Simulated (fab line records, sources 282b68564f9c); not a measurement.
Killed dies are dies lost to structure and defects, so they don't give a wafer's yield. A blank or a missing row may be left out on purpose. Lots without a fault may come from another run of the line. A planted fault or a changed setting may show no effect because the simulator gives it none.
A struck lot beside a sound one | flow rit_cmos | 17 steps out of a route of 202
Sound: wafers L869.1, L869.2, L869.4. Struck: wafers L881.4, L881.5, L881.6. The cause comes at the end.
At each step with rows: each side's tool, then ch and its chambers, then its first start. Under that, the readings that differ: sound wafers | struck wafers | difference of the means | sigmas: that difference in standard deviations of wafers without a fault.
alike: readings whose means differ by less than 2 such deviations, and words and numbers that are the same on both sides. not compared: withheld readings, readings that some wafer has no value for, bounds like >300 that may hide the same value, and numbers for which the record gives no deviation and whose values overlap.
The two part at a step that has a row with sigmas, a row that says differs or no value, or rows on one side only. Numbers that don't overlap but have no deviation are shown without sigmas and don't part them. A reading that every wafer of one side lacks parts them only if that side has two wafers or more.

RIT_PWELL_TW_MEAS_10:
  sound on film_metro-04, day 2 08:17; struck on film_metro-02, day 4 22:13
  reading  | sound       | struck      | difference | sigmas
  PWELL_TW | 932 923 926 | 944 947 946 | +19        | +2
then, 1 step without rows for these wafers: RIT_WELLDRIVE_ANNEAL_00 (time 14700 s).
RIT_WELLDRIVE_RS_MEAS_01: measures by four-point-probe.
  sound on film_metro-04, day 2 13:26; struck on film_metro-04, day 5 03:23
  alike: NWELL_RS
RIT_WELLDRIVE_RS_MEAS_02: measures by four-point-probe.
  sound on film_metro-04, day 2 13:33; struck on film_metro-04, day 5 03:30
  alike: PWELL_RS
then, 6 steps without rows for these wafers: RIT_NRETRO_HMDS_00 (prime time 60 s); RIT_NRETRO_COAT_01 (resist thk 1300 nm); RIT_NRETRO_SOFTBAKE_02 (time 60 s); RIT_NRETRO_EXPOSE_03 (exposes mask M4, target cd 43900 nm); RIT_NRETRO_PEB_04; RIT_NRETRO_DEVELOP_05 (develop time 68 s).
RIT_NRETRO_OVL_MEAS_06:
  sound on overlay-02, day 2 14:41; struck on overlay-01, day 5 04:28
  alike: NRETRO_OVL
then, 1 step without rows for these wafers: RIT_NRETRO_HARDBAKE_07 (time 120 s).
RIT_NRETRO_IMPLANT_08:
  sound on implanter-03 ch 0, day 2 14:58; struck on implanter-03 ch 0, day 5 04:48
  reading            | sound                          | struck                           | difference  | sigmas
  dose_ions_cm2      | 9.992e+12 1.0003e+13 9.988e+12 | 1.4441e+13 1.4442e+13 1.4445e+13 | +4.4483e+12 | +99 or more
  faraday_current_uA | 31.6 32.1 32.1                 | 45.2 46.1 45.1                   | +13.5       | +24
RIT_NRETRO_STRIP_09: strips in O2, time 180 s.
  sound on plasma_asher-01 ch 0,1, day 2 15:07; struck on plasma_asher-02 ch 0,1, day 5 04:56
  alike: drypump_motor_current_A
  not compared: rf_hours_counter_h
RIT_NRETRO_TW_MEAS_10:
  sound on film_metro-03, day 2 15:17; struck on film_metro-01, day 5 05:05
  reading   | sound          | struck         | difference | sigmas
  NRETRO_TW | 1056 1054 1056 | 1155 1156 1151 | +99        | +8
then, 1 step without rows for these wafers: RIT_PRETRO_HMDS_00 (prime time 60 s).
RIT_M1_PROBE_99:
  sound on prober-02, day 3 19:27; struck on prober-02, day 6 08:20
  reading                                 | sound             | struck            | difference | sigmas
  model.etest.pmos_0p3.r_on_ohm_um        | 6189 6296 6105    | 6630 6700 6774    | +505       |
  model.etest.pmos_turned.r_on_ohm_um     | 3422 3535 3319    | 3580 3672 3613    | +196       |
  model.etest.pmos_0p15.r_on_ohm_um       | 2776 2858 2687    | 2866 2957 2887    | +130       |
  model.etest.pmos_0p15.drive_ua_um       | 257.6 250.5 267.1 | 233.9 227.9 231.9 | -27.2      |
  model.etest.pmos_turned.drive_ua_um     | 192 186.1 203.1   | 174.1 169.2 173.7 | -21.4      |
  model.etest.pmos_narrow.drive_ua_um     | 107 106 108.8     | 89.3 88.83 86.88  | -18.9      |
  model.etest.pmos_0p3.drive_ua_um        | 104.9 102.2 105.1 | 89.09 88.39 87.64 | -15.69     |
  model.etest.well_edge_right.line_ohm_um | 185.1 184.8 184.6 | 174.9 176.7 178.3 | -8.2       |
  alike: killed_at_contacts, killed_at_front_end, killed_dies, killed_open, killed_short

WHERE THEY PART
First at RIT_PWELL_TW_MEAS_10; last, within this record, at RIT_NRETRO_TW_MEAS_10. Later steps at which nothing parts them and some readings are alike: RIT_M1_PROBE_99.

WHY: what the simulator had put in
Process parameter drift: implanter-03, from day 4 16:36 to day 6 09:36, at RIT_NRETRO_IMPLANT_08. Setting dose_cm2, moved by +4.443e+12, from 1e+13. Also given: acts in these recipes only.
